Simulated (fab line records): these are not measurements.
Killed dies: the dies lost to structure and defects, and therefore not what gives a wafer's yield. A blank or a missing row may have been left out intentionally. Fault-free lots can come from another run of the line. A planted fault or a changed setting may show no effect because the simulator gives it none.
Tool commonality check -- flow berkeley_cmos170 -- Sample size 14 lots and 42 wafers

## WHY IT WAS OPENED
At UCB170_SDANNEAL_RS_MEAS_04 the reading PLDD_RS is flagged on 2 of 14 lots. Fault-free wafers read 1032 ohm/sq, with a standard deviation of 3.
Rule: a lot is flagged when every wafer of it that has a number lies more than 4 standard deviations from that mean, or none has a number. The other lots count as sound.

lot,measured,on,"PLDD_RS (ohm/sq), wafer by wafer",flag
L605,day 7 21:05,film_metro-02,1030 1032 1033,
L606,day 7 21:55,film_metro-01,1032 1030 1032,
L607,day 8 05:20,film_metro-02,1034 1034 1033,
L608,day 8 05:20,film_metro-01,1035 1033 1031,
L610,day 9 11:24,film_metro-02,1028 1029 1029,
L609,day 9 11:46,film_metro-04,1036 1032 1031,
L617,day 10 00:58,film_metro-02,1029 1024 1026,
L618,day 10 01:15,film_metro-04,1032 1031 1031,
L615,day 10 02:05,film_metro-04,1029 1031 1030,
L614,day 10 07:07,film_metro-01,1031 1031 1033,
L620,day 10 07:33,film_metro-02,1034 1030 1032,
L619,day 10 08:12,film_metro-01,1110 1112 1110,FLAGGED
L622,day 10 17:53,film_metro-02,1105 1104 1106,FLAGGED
L626,day 12 00:30,film_metro-02,1033 1034 1034,
The mean of the flagged lots' numbers is 1108 ohm/sq, +76 ohm/sq from the usual (+25 standard deviations).

## WHICH TOOL EACH LOT WENT THROUGH
The record holds 2 process steps before the reading, out of a route of 331 steps. Cell contents, in order: the tool; ch with the chambers the sampled wafers went through; the start.
lot,flag,UCB170_NWELL_STRIP_15,UCB170_PLDD_IMPLANT_09
L605,,"plasma_asher-01 ch 1, day 3 09:17","implanter-04 ch 0, day 7 03:04"
L606,,"plasma_asher-02 ch 0,1, day 3 08:47","implanter-02 ch 0, day 7 03:39"
L607,,"plasma_asher-02 ch 1, day 3 19:11","implanter-02 ch 0, day 7 12:50"
L608,,"plasma_asher-02 ch 0,1, day 3 19:19","implanter-04 ch 0, day 7 12:43"
L610,,"plasma_asher-01 ch 0,1, day 4 05:37","implanter-02 ch 0, day 8 10:59"
L609,,"plasma_asher-02 ch 0,1, day 4 05:23","implanter-01 ch 0, day 8 11:02"
L617,,"plasma_asher-04 ch 0,1, day 5 06:37","implanter-02 ch 0, day 9 12:08"
L618,,"plasma_asher-01 ch 0,1, day 5 06:47","implanter-04 ch 0, day 9 12:22"
L615,,"plasma_asher-02 ch 0,1, day 5 04:10","implanter-02 ch 0, day 9 12:31"
L614,,"plasma_asher-04 ch 0,1, day 5 04:15","implanter-04 ch 0, day 9 20:25"
L620,,"plasma_asher-04 ch 0,1, day 5 15:22","implanter-01 ch 0, day 9 20:53"
L619,FLAGGED,"plasma_asher-04 ch 0,1, day 5 14:19","implanter-02 ch 0, day 9 20:32"
L622,FLAGGED,"plasma_asher-01 ch 0,1, day 6 02:44","implanter-02 ch 0, day 10 01:57"
L626,,"plasma_asher-02 ch 0,1, day 7 02:14","implanter-04 ch 0, day 11 13:07"
What these steps do:
- UCB170_NWELL_STRIP_15: strips in O2.
- UCB170_PLDD_IMPLANT_09
- UCB170_SDANNEAL_RS_MEAS_04: measures by four-point-probe.

## FLAGGED OVER TOTAL, TOOL BY TOOL (the gauges that took the reading come last)
step,tool,lots run,flagged,share of the flagged lots,sound lots run after its first flagged lot
UCB170_NWELL_STRIP_15,plasma_asher-01,4,1,some,0
UCB170_NWELL_STRIP_15,plasma_asher-02,6,0,none,-
UCB170_NWELL_STRIP_15,plasma_asher-04,4,1,some,1 (L620)
UCB170_PLDD_IMPLANT_09,implanter-01,2,0,none,-
UCB170_PLDD_IMPLANT_09,implanter-02,7,2,all,0
UCB170_PLDD_IMPLANT_09,implanter-04,5,0,none,-
UCB170_SDANNEAL_RS_MEAS_04,film_metro-01,4,1,some,0
UCB170_SDANNEAL_RS_MEAS_04,film_metro-02,7,1,some,1 (L626)
UCB170_SDANNEAL_RS_MEAS_04,film_metro-04,3,0,none,-

## WHAT THE TABLE ALLOWS
1 row of the table ran every flagged lot: implanter-02 at UCB170_PLDD_IMPLANT_09.
- implanter-02 at UCB170_PLDD_IMPLANT_09: 2 of its 7 lots flagged. A fault beginning between L615 (day 9 12:31), its last sound lot, and L619 (day 9 20:32), its first flagged one, fits the data. Its own readings (dose_ions_cm2, faraday_current_uA) fall more than 4 standard deviations out on all wafers of the flagged lots.
Left over: one tool, implanter-02 at UCB170_PLDD_IMPLANT_09.

## WHAT WAS PUT IN BY THE SIMULATOR
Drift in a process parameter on implanter-02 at UCB170_PLDD_IMPLANT_09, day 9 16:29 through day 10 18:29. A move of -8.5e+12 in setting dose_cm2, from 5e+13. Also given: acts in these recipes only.
Lots struck among those shown: L619, L622. The rule above reached the same finding.
